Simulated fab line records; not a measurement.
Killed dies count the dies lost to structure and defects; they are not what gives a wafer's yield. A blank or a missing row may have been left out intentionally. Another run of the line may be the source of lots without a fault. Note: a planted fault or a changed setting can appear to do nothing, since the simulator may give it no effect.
Which tool is to blame? | flow ritCmos | 18 wafers from 6 lots sampled at 2 of the route's 202 steps

## WHAT THE GAUGES READ, wafer by wafer
RIT_GATE_THK_MEAS_09.
lot  | measured    | on           | GATE_POLY_THK (nm)
L328 | day 2 18:12 | filmMetro-01 | 249.6 248.1 250.6
L332 | day 3 12:52 | filmMetro-01 | 250.6 251.4 250.6
L334 | day 3 23:40 | filmMetro-03 | 251.3 250.0 250.5
L337 | day 4 13:35 | filmMetro-01 | 247.5 249.2 248.3
L341 | day 5 10:13 | filmMetro-03 | 270.4 268.3 269.4
L349 | day 7 01:34 | filmMetro-03 | 247.8 248.0 251.3

## WHAT TOOL EACH LOT RAN ON (gives the tool, then ch and the chambers of the sampled wafers, and finally the start)
lot  | RIT_GATE_CVD_08
L328 | lpcvd-01 ch 0, day 2 15:45
L332 | lpcvd-02 ch 0, day 3 11:15
L334 | lpcvd-02 ch 1, day 3 21:13
L337 | lpcvd-02 ch 0, day 4 11:59
L341 | lpcvd-02 ch 0, day 5 08:36
L349 | lpcvd-01 ch 1, day 6 23:56
- RIT_GATE_CVD_08: deposits poly-Si from SiH4, target thk 250 nm, time 2220 s.

## THE ANSWER, worked out from the rows above alone
Rule: the usual values come from the lots themselves. Put in order of their means at a reading, lots are off if they are a third of the lots or fewer, leave a main group of 4 or more, and stand apart from it by a gap of 3 or more times the standard deviation of the main group's means; of several such gaps the widest counts. A main group whose means are all the same, to the digits that the tables above print for the reading, isn't used. Also off: a lot with no number at a reading for which 4 or more lots have one. Any other lot the step has rows for is counted as sound.
Off: L341, at RIT_GATE_THK_MEAS_09 (GATE_POLY_THK). For the main group the mean is 249.7 nm and the standard deviation 0.95.
A tool fits if, at a process step before that reading, it ran every lot that is off, and no sound lot after the first of them. The gauges at RIT_GATE_THK_MEAS_09 are tried like those tools. One fits: RIT_GATE_CVD_08 on lpcvd-02. A fault onset in the window from L337 (day 4 11:59, its last sound lot) to L341 (day 5 08:36, its first lot off) fits.

## WHAT HAD BEEN PUT IN BY THE SIMULATOR
lpcvd-02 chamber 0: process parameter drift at RIT_GATE_CVD_08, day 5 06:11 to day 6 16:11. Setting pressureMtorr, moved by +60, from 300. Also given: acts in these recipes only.
Shown lots that were struck: L341. This agrees with what the rule above found.
